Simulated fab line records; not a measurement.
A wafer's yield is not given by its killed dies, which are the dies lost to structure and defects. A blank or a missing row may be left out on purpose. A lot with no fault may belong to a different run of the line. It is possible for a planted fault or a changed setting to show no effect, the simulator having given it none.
2 desks, one fault + flow ritCmos + numbers are kept per desk, each desk with only its own; the story behind them comes last

## AT THE TOOL OWNER'S DESK: pvdSputter-01
The tool's own readings at RIT_SILICIDE_SPUTTER_01 (material Ti, target thk 30 nm, time 229.5 s): means of the sampled wafers that have a number, for each lot that ran on this tool. A lot is out of limits, marked OUT, if its mean lies more than 4 standard deviations from the usual mean; the brackets give that distance.
Columns: A = cathodeDcPowerW at RIT_SILICIDE_SPUTTER_01, usual 350.00 W; B = throttleValvePct at RIT_SILICIDE_SPUTTER_01, usual 30.0 %
| lot  | first seen here | A      | B    |
|------|-----------------|--------|------|
| L141 | day 4 10:13     | 349.93 | 29.9 |
| L143 | day 4 19:53     | 349.98 | 30.1 |
| L147 | day 5 15:20     | 350.00 | 28.9 |
| L149 | day 6 03:02     | 349.99 | 29.0 |
| L151 | day 6 12:18     | 349.94 | 29.7 |
| L153 | day 6 20:14     | 350.00 | 29.0 |
This desk found nothing out of limits on any of the 6 lots.

## THE METROLOGY DESK
What the gauges read, lot by lot, whatever tool the lot ran on: means of the sampled wafers that have a number. A lot is out of limits, marked OUT, if its mean lies more than 4 standard deviations from the usual mean; the brackets give that distance.
Columns: A = INCOMING_BOW at RIT_ACTIVE_BOW_MEAS_00, usual 0 um; B = cdNm at RIT_GATE_CD_MEAS_16, usual 149.6 nm; C = SILICIDE_TI_RS at RIT_SILICIDE_RS_MEAS_02, usual 50.9 ohm/sq; D = SILICIDE_TI_THK at RIT_SILICIDE_THK_MEAS_03, usual 28.6 nm; E = cdNm at RIT_CONTACT_CD_MEAS_08, usual 999.7 nm
| lot  | first seen here | A  | B     | C              | D              | E      |
|------|-----------------|----|-------|----------------|----------------|--------|
| L135 | day 1 10:04     | -4 | 149.1 | 51.7           | 28.5           | 1000.3 |
| L139 | day 2 06:01     | 1  | 150.4 | 50.3           | 28.8           | 1001.6 |
| L140 | day 2 11:01     | -7 | 148.8 | 51.2           | 28.6           | 998.7  |
| L141 | day 2 16:02     | 1  | 150.5 | 49.5           | 29.0           | 999.6  |
| L143 | day 3 02:00     | -5 | 147.5 | 51.2           | 28.4           | 999.7  |
| L144 | day 3 07:02     | -3 | 150.7 | 51.7           | 28.2           | 999.7  |
| L146 | day 3 17:00     | 0  | 154.0 | 49.9           | 28.6           | 1000.3 |
| L147 | day 3 22:01     | -0 | 147.2 | 51.6           | 28.5           | 997.5  |
| L149 | day 4 08:00     | 1  | 145.5 | 50.9           | 28.2           | 999.7  |
| L151 | day 4 18:01     | -2 | 149.3 | 31.9 (-26) OUT | 41.6 (+39) OUT | 999.4  |
| L153 | day 5 04:00     | -7 | 150.7 | 32.1 (-26) OUT | 41.5 (+39) OUT | 1000.9 |
| L154 | day 5 09:01     | 3  | 149.3 | 50.5           | 28.9           | 999.1  |
| L156 | day 5 19:04     | -4 | 150.7 | 50.2           | 28.6           | 1000.2 |
| L158 | day 6 05:02     | -1 | 149.1 | 49.5           | 29.2           | 1000.8 |
This desk reports L151, L153 out of limits; the earliest was L151 at day 6 12:28 (SILICIDE_TI_RS at RIT_SILICIDE_RS_MEAS_02). L135, L139, L140, L141, L143, L144, L146, L147, L149, L154, L156, L158 stayed within limits.

## PUT TOGETHER
Metrology desk: alarm possible at day 6 12:28 on L151, L153.
The desk of the tool owner found nothing out of limits.
Tool owner's desk: L151, L153 on record, inside its limits.
All the named lots went through RIT_SILICIDE_SPUTTER_01 on pvdSputter-01.

## WHAT THE SIMULATOR HAD PUT IN
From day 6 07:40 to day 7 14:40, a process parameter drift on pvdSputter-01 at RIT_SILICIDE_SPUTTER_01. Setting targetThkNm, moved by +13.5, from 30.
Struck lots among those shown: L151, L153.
Per desk, hours elapsed from the start of the fault to the first reading out of limits: for the metrology desk, 5.
